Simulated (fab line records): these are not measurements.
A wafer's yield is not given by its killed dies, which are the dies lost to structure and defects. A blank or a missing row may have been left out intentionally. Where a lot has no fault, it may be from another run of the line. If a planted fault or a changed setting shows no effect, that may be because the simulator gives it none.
fab line records | flow berkeley_cmos170
[record] lots = 14 wafers = 42 last_day = 12
route steps=331 shown SACOX@99 NLDD@167 V1@268 V2@296
lots with no fault: from the same line, run without faults
start_h: the number of hours between the record's first day and the start of the first shown wafer of the lot | wait_h: hours since the lot's step before | " repeats the value in the row above | L1.1+2: a row that stands for several wafers | - either no value or no given start | * or withheld: withheld | < > ~ a bound
route shown NAME@n: NAME is a module with steps in the file, n the number in the route of the first one | usual: average and standard deviation across the fault-free wafers | same: alike in all rows | chamber/n: place in a boat | sites: readings site by site | _std_site: how widely they spread, as a standard deviation | _edge_site: outer sites' mean less inner sites' | radius_mm: for every site, how far away it sits from the centre of the wafer | mask NAME#n: copy n | behind: tool/chamber where the wafer was last shaped | hold: what put the lot on hold/how long, in hours/how the hold closed | device: which transistor (n, p or np) failed to switch | end of line: the tests these same wafers got at the end of their route | a step given without rows: its recipe and nothing more | killed: dies lost to structure and defects at the first sort, not the wafer's yield | map: the dies of a wafer, with x for killed, . for not killed, _ for no die there
set.NAME: the setting as run; set.NAME@STEP: as run at that earlier step | model.NAME: the simulator's own value behind a step, which no gauge read
one table for each step of the route and one row for each wafer, over a sample of lots
services: from which hour (start_h, from the record's first day; less than 0 if before it) a tool's chamber was out of use, for how many hours, and why
[[steps]]
[step UCB170_SACOX_THK_MEAS_02]
[recipe] reads = SiO2_of_SACOX_OXIDATION_01
[usual] SACOX_OXIDE_THK = 14.47/0.29
// columns lot.wafer tool chamber start_h wait_h SACOX_OXIDE_THK[nm]
L576.2 film_metro-04 - 97.86 0.0 14.63
L576.3 " - " " 14.82
L576.6 " - " " 14.73
L578.2 film_metro-03 - 107.77 0.0 14.38
L578.4 " - " " 14.17
L578.5 " - " " 14.33
L580.1 film_metro-01 - 115.43 0.0 14.20
L580.3 " - " " 14.29
L580.6 " - " " 14.50
L581.1 film_metro-04 - 125.53 0.0 14.28
L581.3 " - " " 14.42
L581.5 " - " " 14.27
L582.2 film_metro-03 - 142.25 0.0 14.44
L582.4 " - " " 14.24
L582.6 " - " " 14.40
L584.2 film_metro-04 - 142.25 0.0 14.48
L584.4 " - " " 14.58
L584.6 " - " " 14.43
L589.2 film_metro-03 - 166.71 0.0 14.87
L589.3 " - " " 14.91
L589.6 " - " " 14.80
L590.1 film_metro-03 - 182.41 0.0 14.49
L590.2 " - " " 14.76
L590.4 " - " " 14.45
L591.1 film_metro-01 - 182.41 0.0 14.43
L591.4 " - " " 14.23
L591.6 " - " " 14.27
L592.3 film_metro-04 - 182.43 0.0 14.76
L592.5 " - " " 15.07
L592.6 " - " " 14.84
L594.1 film_metro-03 - 191.81 0.0 14.52
L594.5 " - " " 14.86
L594.6 " - " " 14.50
L595.1 film_metro-01 - 191.81 0.0 14.01
L595.4 " - " " 14.05
L595.5 " - " " 13.95
L597.1 film_metro-03 - 204.91 0.0 14.05
L597.2 " - " " 14.10
L597.6 " - " " 14.32
L598.2 film_metro-03 - 214.54 0.0 14.64
L598.3 " - " " 14.43
L598.4 " - " " 14.24
[step UCB170_NLDD_IMPLANT_09]
[recipe] species = As dose_cm2 = 5e+13 energy_kev = 30 tilt_deg = 7 rotation_deg = 180
[usual] beam_energy_keV = 30.002/0.0085 beam_on_s = 9.99/0.18 dose_ions_cm2 = 5.001e+13/5.6e+10
// columns lot.wafer tool chamber start_h wait_h beam_energy_keV beam_on_s dose_ions_cm2
L576.2 implanter-01 0 123.45 0.1 30.002 10.06 5.008e+13
L576.3 " 0 " " 30.004 9.76 4.994e+13
L576.6 " 0 " " 29.984 10.01 5.004e+13
L578.2 implanter-03 0 131.19 0.1 30.011 9.90 5.001e+13
L578.4 " 0 " " 30.024 9.91 5.005e+13
L578.5 " 0 " " 30.004 10.22 5.003e+13
L580.1 implanter-03 0 141.80 0.1 30.003 10.17 5.004e+13
L580.3 " 0 " " 30.001 9.98 5.007e+13
L580.6 " 0 " " 30.002 9.99 5.005e+13
L581.1 implanter-03 0 159.91 0.1 29.995 9.87 5.004e+13
L581.3 " 0 " " 30.016 10.16 5.008e+13
L581.5 " 0 " " 29.997 9.99 5.013e+13
L582.2 implanter-03 0 173.38 0.1 30.001 10.16 5e+13
L582.4 " 0 " " 29.990 10.16 5.008e+13
L582.6 " 0 " " 30.012 10.27 5.014e+13
L584.2 implanter-01 0 173.75 0.1 30.001 9.87 5.001e+13
L584.4 " 0 " " 30.006 10.11 4.995e+13
L584.6 " 0 " " 29.997 9.76 5.006e+13
L589.2 implanter-01 0 195.62 0.1 24.200 10.08 5.002e+13
L589.3 " 0 " " 24.202 10.24 5.01e+13
L589.6 " 0 " " 24.191 9.91 5.012e+13
L590.1 implanter-01 0 216.70 0.1 24.199 10.17 4.999e+13
L590.2 " 0 " " 24.204 9.46 4.999e+13
L590.4 " 0 " " 24.197 10.12 4.993e+13
L591.1 implanter-02 0 216.97 0.1 29.995 9.78 5.004e+13
L591.4 " 0 " " 30.001 10.13 4.993e+13
L591.6 " 0 " " 29.997 10.15 4.999e+13
L592.3 implanter-03 0 217.41 0.1 30.009 9.67 5.003e+13
L592.5 " 0 " " 29.987 9.92 4.996e+13
L592.6 " 0 " " 29.992 10.11 4.995e+13
L595.1 implanter-02 0 223.63 0.1 30.012 9.90 5.003e+13
L595.4 " 0 " " 30.006 9.97 5.003e+13
L595.5 " 0 " " 29.999 9.74 5.007e+13
L594.1 implanter-03 0 224.27 0.1 29.994 9.84 5e+13
L594.5 " 0 " " 30.002 9.94 4.997e+13
L594.6 " 0 " " 30.010 10.13 4.994e+13
L597.1 implanter-03 0 235.70 0.1 30.015 10.01 4.998e+13
L597.2 " 0 " " 30.003 10.02 4.995e+13
L597.6 " 0 " " 29.997 10.05 4.987e+13
L598.2 implanter-02 0 243.45 0.1 30.011 10.01 4.999e+13
L598.3 " 0 " " 30.007 10.26 5e+13
L598.4 " 0 " " 30.004 10.06 5.01e+13
[step UCB170_NLDD_TW_MEAS_11]
[usual] NLDD_TW = 2211/15
// columns lot.wafer tool chamber start_h wait_h NLDD_TW
L576.2 film_metro-01 - 123.69 0.1 2219
L576.3 " - " " 2224
L576.6 " - " " 2243
L578.2 film_metro-03 - 131.42 0.1 2224
L578.4 " - " " 2218
L578.5 " - " " 2222
L580.1 film_metro-01 - 142.05 0.1 2218
L580.3 " - " " 2227
L580.6 " - " " 2243
L581.1 film_metro-03 - 160.16 0.1 2225
L581.3 " - " " 2235
L581.5 " - " " 2231
L582.2 film_metro-02 - 173.62 0.1 2201
L582.4 " - " " 2206
L582.6 " - " " 2191
L584.2 film_metro-03 - 173.99 0.1 2200
L584.4 " - " " 2201
L584.6 " - " " 2201
L589.2 film_metro-02 - 195.85 0.1 2126
L589.3 " - " " 2134
L589.6 " - " " 2133
L590.1 film_metro-03 - 216.95 0.1 2138
L590.2 " - " " 2143
L590.4 " - " " 2141
L591.1 film_metro-03 - 217.22 0.1 2200
L591.4 " - " " 2212
L591.6 " - " " 2205
L592.3 film_metro-03 - 217.63 0.1 2201
L592.5 " - " " 2209
L592.6 " - " " 2202
L595.1 film_metro-02 - 223.88 0.1 2199
L595.4 " - " " 2200
L595.5 " - " " 2188
L594.1 film_metro-03 - 224.52 0.1 2211
L594.5 " - " " 2211
L594.6 " - " " 2201
L597.1 film_metro-03 - 235.95 0.1 2213
L597.2 " - " " 2203
L597.6 " - " " 2209
L598.2 film_metro-03 - 243.68 0.1 2212
L598.3 " - " " 2209
L598.4 " - " " 2210
[step UCB170_SDANNEAL_RS_MEAS_05]
[recipe] thk_meas_gauge = four-point-probe
[usual] NLDD_RS = 615.9/1.6
// columns lot.wafer tool chamber start_h wait_h NLDD_RS[ohm/sq]
L576.2 film_metro-01 - 135.29 0.1 617.0
L576.3 " - " " 614.8
L576.6 " - " " 615.6
L578.2 film_metro-03 - 143.77 0.1 614.4
L578.4 " - " " 616.9
L578.5 " - " " 615.7
L580.1 film_metro-01 - 152.79 0.1 612.7
L580.3 " - " " 613.3
L580.6 " - " " 612.5
L581.1 film_metro-03 - 171.72 0.1 616.1
L581.3 " - " " 614.8
L581.5 " - " " 617.5
L584.2 film_metro-03 - 185.03 0.1 615.2
L584.4 " - " " 613.6
L584.6 " - " " 615.2
L582.2 film_metro-02 - 185.38 0.1 617.5
L582.4 " - " " 618.1
L582.6 " - " " 618.8
L589.2 film_metro-03 - 206.22 0.1 607.1
L589.3 " - " " 606.6
L589.6 " - " " 607.3
L592.3 film_metro-01 - 230.02 0.1 615.5
L592.5 " - " " 615.5
L592.6 " - " " 616.3
L591.1 film_metro-02 - 230.42 0.1 616.5
L591.4 " - " " 616.8
L591.6 " - " " 617.6
L590.1 film_metro-01 - 230.59 0.1 606.4
L590.2 " - " " 606.6
L590.4 " - " " 604.7
L595.1 film_metro-03 - 235.51 0.1 614.2
L595.4 " - " " 615.1
L595.5 " - " " 614.1
L594.1 film_metro-01 - 235.92 0.1 616.7
L594.5 " - " " 617.7
L594.6 " - " " 617.7
L597.1 film_metro-02 - 245.70 0.1 617.8
L597.2 " - " " 618.0
L597.6 " - " " 618.2
L598.2 film_metro-01 - 254.30 0.1 616.7
L598.3 " - " " 616.0
L598.4 " - " " 615.7
[step UCB170_V1_ETCH_14]
[recipe] chemistry = CHF3/CF4/Ar target = SiO2 stop_on = Al CHF3_flow_sccm = 45 cf4_flow_sccm = 15 Ar_flow_sccm = 150 pressure_mtorr = 200 rf_w = 700 target_depth_a = 12500 over_etch_frac = 0.25 time_s = 291
[usual] CHF3_flow_sccm = 45.00/0.14 drypump_motor_current_A = 5.8/0.47 oes_product_au = 0.875/0.012 throttle_valve_pct = 6.92/0.15
// columns lot.wafer tool chamber start_h wait_h CHF3_flow_sccm drypump_motor_current_A oes_product_au rf_hours_counter_h throttle_valve_pct
L576.2 rie_diel-04 2 151.28 0.0 45.18 5.4 0.878 19 7.12
L576.3 " 3 " " 45.06 5.9 0.880 57 7.03
L576.6 " 3 " " 45.15 5.9 0.878 - 7.02
L578.2 rie_diel-04 3 159.46 0.0 45.01 5.9 0.877 58 7.03
L578.4 " 1 " " 44.86 5.9 0.885 64 6.85
L578.5 " 0 " " 45.18 6.5 0.858 - 6.95
L580.1 rie_diel-03 1 168.27 0.0 45.01 5.7 0.888 112 6.79
L580.3 " 0 " " 44.93 5.7 0.877 32 6.96
L580.6 " 3 " " 44.89 6.5 0.867 - 6.73
L581.1 rie_diel-02 1 189.07 0.0 44.85 5.4 0.887 27 6.86
L581.3 " 2 " " 44.91 5.4 0.893 85 6.88
L581.5 " 1 " " 44.94 5.4 0.890 - 6.88
L584.2 rie_diel-02 3 201.19 0.0 44.99 5.7 0.864 140 7.26
L584.4 " 3 " " 45.04 5.7 0.873 - 7.27
L584.6 " 0 " " 45.09 6.4 0.869 - 6.83
L582.2 rie_diel-03 1 201.67 0.0 45.09 5.7 0.891 114 6.78
L582.4 " 0 " " 44.99 5.8 0.889 33 6.95
L582.6 " 2 " " 44.72 5.0 0.861 - 6.93
L589.2 rie_diel-03 2 222.03 0.0 44.85 5.0 0.869 77 6.91
L589.3 " 0 " " 45.16 5.8 0.877 34 6.95
L589.6 " 1 " " 45.01 5.7 0.881 - 6.80
L590.1 rie_diel-02 0 245.65 0.0 45.19 6.4 0.864 108 6.83
L590.2 " 3 " " 45.10 5.8 0.852 0 7.25
L590.4 " 1 " " 45.09 5.4 0.880 29 6.87
L592.3 rie_diel-04 3 245.90 0.0 45.12 5.9 0.872 62 7.03
L592.5 " 2 " " 45.02 5.4 0.877 - 7.09
L592.6 " 3 " " 44.88 5.9 0.871 - 7.04
L591.1 rie_diel-03 2 246.14 0.0 44.94 5.0 0.872 77 6.92
L591.4 " 1 " " 44.80 5.8 0.891 115 6.79
L591.6 " 1 " " 45.16 5.7 0.889 - 6.79
L594.1 rie_diel-04 0 254.80 0.0 44.69 6.5 0.875 138 6.94
L594.5 " 3 " " 44.82 5.9 0.881 - 7.03
L594.6 " 2 " " 45.08 5.4 0.872 - 7.12
L595.1 rie_diel-03 3 254.92 0.0 45.00 6.4 0.860 58 6.75
L595.4 " 3 " " 44.86 6.5 0.864 - 6.74
L595.5 " 1 " " 45.01 5.7 0.890 - 6.78
L597.1 rie_diel-03 1 262.74 0.0 45.27 5.7 0.890 116 6.78
L597.2 " 2 " " 45.20 5.0 0.869 78 6.93
L597.6 " 3 " " 45.09 6.5 0.855 - 6.74
L598.2 rie_diel-02 1 268.81 0.0 45.05 5.4 0.886 31 6.87
L598.3 " 2 " " 44.80 5.4 0.894 89 6.88
L598.4 " 3 " " 44.99 5.8 0.859 - 7.24
[step UCB170_V2_THK_MEAS_04]
[recipe] reads = SiO2_of_V2_CVD_00
[usual] V2_POLISHED_THK = 999.8/1.4
// columns lot.wafer tool chamber start_h wait_h V2_POLISHED_THK[nm]
L576.2 film_metro-01 - 155.91 0.1 998.1
L576.3 " - " " 997.2
L576.6 " - " " 997.1
L578.2 film_metro-01 - 163.76 0.1 1000.5
L578.4 " - " " 1002.0
L578.5 " - " " 1001.8
L580.1 film_metro-03 - 173.65 0.1 999.1
L580.3 " - " " 999.3
L580.6 " - " " 998.4
L581.1 film_metro-03 - 192.99 0.1 999.7
L581.3 " - " " 999.9
L581.5 " - " " 999.0
L584.2 film_metro-01 - 205.61 0.1 1000.0
L584.4 " - " " 999.8
L584.6 " - " " 1000.3
L582.2 film_metro-04 - 206.16 0.1 1000.1
L582.4 " - " " 999.6
L582.6 " - " " 998.9
L589.2 film_metro-04 - 227.48 0.1 1001.2
L589.3 " - " " 999.0
L589.6 " - " " 998.5
L590.1 film_metro-04 - 249.37 0.1 999.2
L590.2 " - " " 999.1
L590.4 " - " " 1000.1
L592.3 film_metro-01 - 249.51 0.1 1001.4
L592.5 " - " " 1002.2
L592.6 " - " " 1000.5
L591.1 film_metro-01 - 252.30 0.1 1000.3
L591.4 " - " " 997.4
L591.6 " - " " 998.9
L594.1 film_metro-03 - 258.84 0.1 1001.6
L594.5 " - " " 1002.0
L594.6 " - " " 1002.0
L595.1 film_metro-03 - 259.32 0.1 1001.8
L595.4 " - " " 998.9
L595.5 " - " " 1002.3
L597.1 film_metro-01 - 268.35 0.1 1000.4
L597.2 " - " " 1002.0
L597.6 " - " " 1002.0
L598.2 film_metro-01 - 274.21 0.1 997.7
L598.3 " - " " 999.7
L598.4 " - " " 1000.7
[[services]]
// columns tool chamber start_h hours kind
rie_diel-02 1 117.27 25.0 repair
rie_diel-02 0 136.40 9.7 repair
implanter-01 - 146.35 3.1 pm
implanter-01 - 150.73 0.6 repair
implanter-03 - 154.93 3.9 pm
rie_diel-03 2 155.16 8.1 repair
rie_diel-02 - 155.32 28.1 pm
implanter-01 - 165.49 1.8 repair
rie_diel-03 0 187.32 8.9 repair
implanter-01 - 199.04 4.6 repair
rie_diel-02 1 199.15 23.7 repair
rie_diel-02 - 222.53 1.1 repair
rie_diel-02 3 225.53 - clean
rie_diel-02 3 225.53 19.2 scheduled_down
rie_diel-02 3 225.53 19.2 vent_cycle
rie_diel-03 0 251.64 5.7 repair
rie_diel-02 2 257.39 8.8 repair
rie_diel-02 0 266.89 14.7 repair
[[key]]
[first_sign] step = UCB170_NLDD_IMPLANT_09 reading = beam_energy_keV direction = down sigmas = 99+ usual = 30.002 struck = 24.199
[effect] step = UCB170_NLDD_TW_MEAS_11 reading = NLDD_TW direction = down sigmas = 5.2 usual = 2211 struck = 2136
[effect] step = UCB170_SDANNEAL_RS_MEAS_05 reading = NLDD_RS direction = down sigmas = 5.9 usual = 615.9 struck = 606.5
met_at UCB170_NLDD_IMPLANT_09
struck_lots L589,L590
tester_left_out L589,L590
not_acting_at UCB170_SACOX_THK_MEAS_02,UCB170_V1_ETCH_14,UCB170_V2_THK_MEAS_04
onset_between 173.75 195.62
[fault] kind = process_parameter_drift tool = implanter-01 chamber = - onset_h = 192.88 steps = UCB170_NLDD_IMPLANT_09 channel = energy_kev offset = -5.8026 shape = step end_h = 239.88 acts_in = these_recipes_only stated = 30
// tester_left_out: of these lots the tester's yield and bins aren't shown, on N5 and GAA mostly nor the transistor test; their killed dies are dies lost to structure and defects alone, not to doping, threshold or leakage, so they don't give the yield
